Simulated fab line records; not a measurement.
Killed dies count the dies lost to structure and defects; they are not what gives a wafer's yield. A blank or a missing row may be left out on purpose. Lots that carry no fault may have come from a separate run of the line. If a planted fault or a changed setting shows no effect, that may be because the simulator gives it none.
Comparing a struck lot with a sound one	flow berkeley-cmos170	26 out of 331 route steps
Sound: the wafers L880.1, L880.4, L880.6. Wafers L887.1, L887.3, L887.6 were the ones struck. At the end, the cause is stated.
At each step with rows: each side's tool, then ch and its chambers, then its first start. Under that, the readings that differ: sound wafers	struck wafers	difference of the means	sigmas: that difference in standard deviations of wafers without a fault.
alike: readings whose means differ by less than 2 such deviations, and words and numbers that are the same on both sides. not compared: withheld readings, readings that some wafer has no value for, bounds like >300 that may hide the same value, and numbers for which the record gives no deviation and whose values overlap.
Wherever a step has rows on one side only, a row that says differs or no value, or a row with sigmas, the two part there. When numbers do not overlap yet have no deviation, they are printed without sigmas and do not part them. Lack of a reading on every wafer of one side parts them only where that side has two or more wafers.

first, 3 steps without rows for these wafers: UCB170_PVT_EXPOSE_03 (exposes mask NWELL, target cd 3000 nm); UCB170_PVT_PEB_04; UCB170_PVT_DEVELOP_05 (develop time 45 s).
UCB170_PVT_OVL_MEAS_06:
  sound on overlay-02, day 6 15:56; struck on overlay-02, day 8 06:05
  alike: PVT_OVL
following that, these wafers have no rows for 1 step: UCB170_PVT_IMPLANT_07.
UCB170_PVT_STRIP_08: strips in O2.
  sound on plasma-asher-03 ch 0,1, day 6 16:08; struck on plasma-asher-03 ch 1, day 8 06:16
  alike: chamber-pressure-mTorr, drypump-motor-current-A, oes-product-au, strip-time-to-endpoint-s
  not compared: rf-hours-counter-h
UCB170_PVT_TW_MEAS_09:
  sound on film-metro-01, day 6 16:14; struck on film-metro-03, day 8 06:22
reading	sound	struck	difference	sigmas
PVT_TW	511.8 514.0 514.2	507.6 507.1 504.9	-6.8	-2
then, 1 step without rows for these wafers: UCB170_GATE_WET_ETCH_00 (etches SiO2 in dHF, time 200 s).
UCB170_FIELD_THK_MEAS_91:
  sound on film-metro-03, day 6 16:21; struck on film-metro-04, day 8 07:01
  alike: FIELD_OXIDE_LEFT_2_THK
then, 1 step without rows for these wafers: UCB170_GATE_OXIDATION_01 (target thk 6.6 nm, ox time 1800 s).
UCB170_GATE_THK_MEAS_02:
  sound on film-metro-03, day 6 20:34; struck on film-metro-01, day 8 11:16
  alike: GATE_OXIDE_THK
then, 1 step without rows for these wafers: UCB170_GATE_ANNEAL_03 (time 1800 s).
UCB170_GATE_CVD_04: deposits poly-Si from SiH4, time 1440 s, target thk 214 nm.
  sound on lpcvd-01 ch 1, day 7 02:02; struck on lpcvd-02 ch 1, day 8 17:41
UCB170_GATE_THK_MEAS_05:
  sound on film-metro-01, day 7 03:26; struck on film-metro-01, day 8 19:50
reading	sound	struck	difference	sigmas
GATE_POLY_THK (nm)	211.3 210.8 212.5	174.6 177.3 177.1	-35.2	-22
then, 6 steps without rows for these wafers: UCB170_GATE_COAT_06; UCB170_GATE_COAT_07 (resist thk 900 nm); UCB170_GATE_SOFTBAKE_08 (time 60 s); UCB170_GATE_EXPOSE_09 (exposes mask POLY, target cd 350 nm); UCB170_GATE_PEB_10; UCB170_GATE_DEVELOP_11 (develop time 45 s).
UCB170_GATE_CD_MEAS_12: the cd target is 350 nm.
  sound on cd-sem-01, day 7 05:02; struck on cd-sem-01, day 8 20:58
  alike: cd-nm
UCB170_GATE_OVL_MEAS_13:
  sound on overlay-02, day 7 05:10; struck on overlay-01, day 8 21:05
  alike: GATE_OVL
UCB170_GATE_ETCH_14: etches BARC in N2/H2.
  sound on rie-diel-01 ch 0,1, day 7 05:11; struck on rie-diel-01 ch 0,1,3, day 8 21:08
  alike: chamber-pressure-mTorr, drypump-motor-current-A, oes-product-au, throttle-valve-pct
UCB170_GATE_ETCH_15: etches poly-Si in HBr/Cl2, stops on SiO2, time 56.3 s, target depth 278.2 nm.
  sound on rie-si-01 ch 1,2,3, day 7 05:14; struck on rie-si-01 ch 1,2, day 8 21:10
reading	sound	struck	difference	sigmas
oes-product-au (a.u.)	0.849 0.829 0.804	0.752 0.745 0.757	-0.076	-5
  alike: HBr_flow_sccm, chamber-pressure-mTorr, drypump-motor-current-A, he-backside-leak-sccm, throttle-valve-pct
  not compared: rf-hours-counter-h
UCB170_GATE_STRIP_16: strips in O2.
  sound on plasma-asher-04 ch 0,1, day 7 05:17; struck on plasma-asher-01 ch 1, day 8 21:13
reading	sound	struck	difference	sigmas
drypump-motor-current-A (A)	5.86 5.84 5.63	6.26 6.28 6.25	+0.49	+2
  alike: chamber-pressure-mTorr, oes-product-au
  not compared: rf-hours-counter-h
UCB170_M3_PROBE_99:
  the record has rows for the struck wafers here (prober-01, day 10 13:32) and none for the sound ones

## WHERE THEY PART
First at UCB170_PVT_TW_MEAS_09; last, within this record, at UCB170_M3_PROBE_99.

WHY: what the simulator had put in
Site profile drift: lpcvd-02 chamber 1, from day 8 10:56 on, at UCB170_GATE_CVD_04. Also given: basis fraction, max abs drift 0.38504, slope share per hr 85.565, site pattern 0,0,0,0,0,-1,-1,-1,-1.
